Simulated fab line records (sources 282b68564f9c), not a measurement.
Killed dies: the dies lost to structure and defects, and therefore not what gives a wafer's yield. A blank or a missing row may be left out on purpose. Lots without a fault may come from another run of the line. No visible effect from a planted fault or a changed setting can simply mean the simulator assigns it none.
Lot-split experiment :: flow rit cmos :: 23 wafers read from 5 lots, route of 202 steps

SPLIT DETAILS
At RIT_FOX2_OXIDATION_00 (target thk 350.7 nm, ox time 1130 s), the setting ox time s was moved away from the recipe's 1130 s on 15 of the 23 wafers read, by -13.9% to +7.0%. The other wafers ran this setting at the recipe's value.

Reading taken at the split's own step.

THE READING
SiO2_of_FOX2_OXIDATION_00.thk nm (the simulator's own value, which no gauge read), in nm, at RIT_FOX2_OXIDATION_00 (target thk 350.7 nm, ox time 1130 s). No usual value for it is given in the file. Here, 8 wafers ran the recipe; their average is 352.2 nm with a standard deviation of 6.1 nm.

wafer: L075.1
tool, chamber at the split: -, -
ox time s as run, s: 1022
against the recipe: -9.6%
SiO2_of_FOX2_OXIDATION_00.thk nm, nm: 321.8
against lot-mates on the recipe: no lot-mate on the recipe

wafer: L075.2
tool, chamber at the split: -, -
ox time s as run, s: 1022
against the recipe: -9.6%
SiO2_of_FOX2_OXIDATION_00.thk nm, nm: 323.7
against lot-mates on the recipe: no lot-mate on the recipe

wafer: L075.3
tool, chamber at the split: -, -
ox time s as run, s: 1022
against the recipe: -9.6%
SiO2_of_FOX2_OXIDATION_00.thk nm, nm: 325.6
against lot-mates on the recipe: no lot-mate on the recipe

wafer: L075.5
tool, chamber at the split: -, -
ox time s as run, s: 1022
against the recipe: -9.6%
SiO2_of_FOX2_OXIDATION_00.thk nm, nm: 328.9
against lot-mates on the recipe: no lot-mate on the recipe

wafer: L075.6
tool, chamber at the split: -, -
ox time s as run, s: 1022
against the recipe: -9.6%
SiO2_of_FOX2_OXIDATION_00.thk nm, nm: 320.4
against lot-mates on the recipe: no lot-mate on the recipe

wafer: L077.1
tool, chamber at the split: -, -
ox time s as run, s: 1130
against the recipe: recipe
SiO2_of_FOX2_OXIDATION_00.thk nm, nm: 358.4
against lot-mates on the recipe: -

wafer: L077.2
tool, chamber at the split: -, -
ox time s as run, s: 1130
against the recipe: recipe
SiO2_of_FOX2_OXIDATION_00.thk nm, nm: 354.5
against lot-mates on the recipe: -

wafer: L077.3
tool, chamber at the split: -, -
ox time s as run, s: 1130
against the recipe: recipe
SiO2_of_FOX2_OXIDATION_00.thk nm, nm: 351.1
against lot-mates on the recipe: -

wafer: L077.5
tool, chamber at the split: -, -
ox time s as run, s: 1130
against the recipe: recipe
SiO2_of_FOX2_OXIDATION_00.thk nm, nm: 360.2
against lot-mates on the recipe: -

wafer: L077.6
tool, chamber at the split: -, -
ox time s as run, s: 1130
against the recipe: recipe
SiO2_of_FOX2_OXIDATION_00.thk nm, nm: 357.9
against lot-mates on the recipe: -

wafer: L080.1
tool, chamber at the split: -, -
ox time s as run, s: 972.5
against the recipe: -13.9%
SiO2_of_FOX2_OXIDATION_00.thk nm, nm: 322.2
against lot-mates on the recipe: no lot-mate on the recipe

wafer: L080.2
tool, chamber at the split: -, -
ox time s as run, s: 972.5
against the recipe: -13.9%
SiO2_of_FOX2_OXIDATION_00.thk nm, nm: 317.5
against lot-mates on the recipe: no lot-mate on the recipe

wafer: L080.3
tool, chamber at the split: -, -
ox time s as run, s: 972.5
against the recipe: -13.9%
SiO2_of_FOX2_OXIDATION_00.thk nm, nm: 317.3
against lot-mates on the recipe: no lot-mate on the recipe

wafer: L080.4
tool, chamber at the split: -, -
ox time s as run, s: 972.5
against the recipe: -13.9%
SiO2_of_FOX2_OXIDATION_00.thk nm, nm: 320.5
against lot-mates on the recipe: no lot-mate on the recipe

wafer: L080.6
tool, chamber at the split: -, -
ox time s as run, s: 972.5
against the recipe: -13.9%
SiO2_of_FOX2_OXIDATION_00.thk nm, nm: 321.2
against lot-mates on the recipe: no lot-mate on the recipe

wafer: L081.1
tool, chamber at the split: -, -
ox time s as run, s: 1209
against the recipe: +7.0%
SiO2_of_FOX2_OXIDATION_00.thk nm, nm: 350.7
against lot-mates on the recipe: no lot-mate on the recipe

wafer: L081.2
tool, chamber at the split: -, -
ox time s as run, s: 1209
against the recipe: +7.0%
SiO2_of_FOX2_OXIDATION_00.thk nm, nm: 357.8
against lot-mates on the recipe: no lot-mate on the recipe

wafer: L081.3
tool, chamber at the split: -, -
ox time s as run, s: 1209
against the recipe: +7.0%
SiO2_of_FOX2_OXIDATION_00.thk nm, nm: 354.8
against lot-mates on the recipe: no lot-mate on the recipe

wafer: L081.4
tool, chamber at the split: -, -
ox time s as run, s: 1209
against the recipe: +7.0%
SiO2_of_FOX2_OXIDATION_00.thk nm, nm: 353
against lot-mates on the recipe: no lot-mate on the recipe

wafer: L081.5
tool, chamber at the split: -, -
ox time s as run, s: 1209
against the recipe: +7.0%
SiO2_of_FOX2_OXIDATION_00.thk nm, nm: 350.1
against lot-mates on the recipe: no lot-mate on the recipe

wafer: L084.3
tool, chamber at the split: furnace-04, 0
ox time s as run, s: 1130
against the recipe: recipe
SiO2_of_FOX2_OXIDATION_00.thk nm, nm: 345.4
against lot-mates on the recipe: -

wafer: L084.4
tool, chamber at the split: furnace-04, 0
ox time s as run, s: 1130
against the recipe: recipe
SiO2_of_FOX2_OXIDATION_00.thk nm, nm: 346
against lot-mates on the recipe: -

wafer: L084.5
tool, chamber at the split: furnace-04, 0
ox time s as run, s: 1130
against the recipe: recipe
SiO2_of_FOX2_OXIDATION_00.thk nm, nm: 343.9
against lot-mates on the recipe: -

THE FIT
A straight line over all 23 wafers: SiO2_of_FOX2_OXIDATION_00.thk nm changes by +1.87 nm for each +1% of ox time s; r = +0.91; the points scatter about the line by 6.7 nm.
Too few moved wafers with a lot-mate on the recipe to fit a line net of each lot's own level.

THE FILE'S OWN FIT
SiO2_of_FOX2_OXIDATION_00.thk nm changes by +1.87 nm for each +1% of ox time s, r = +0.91.
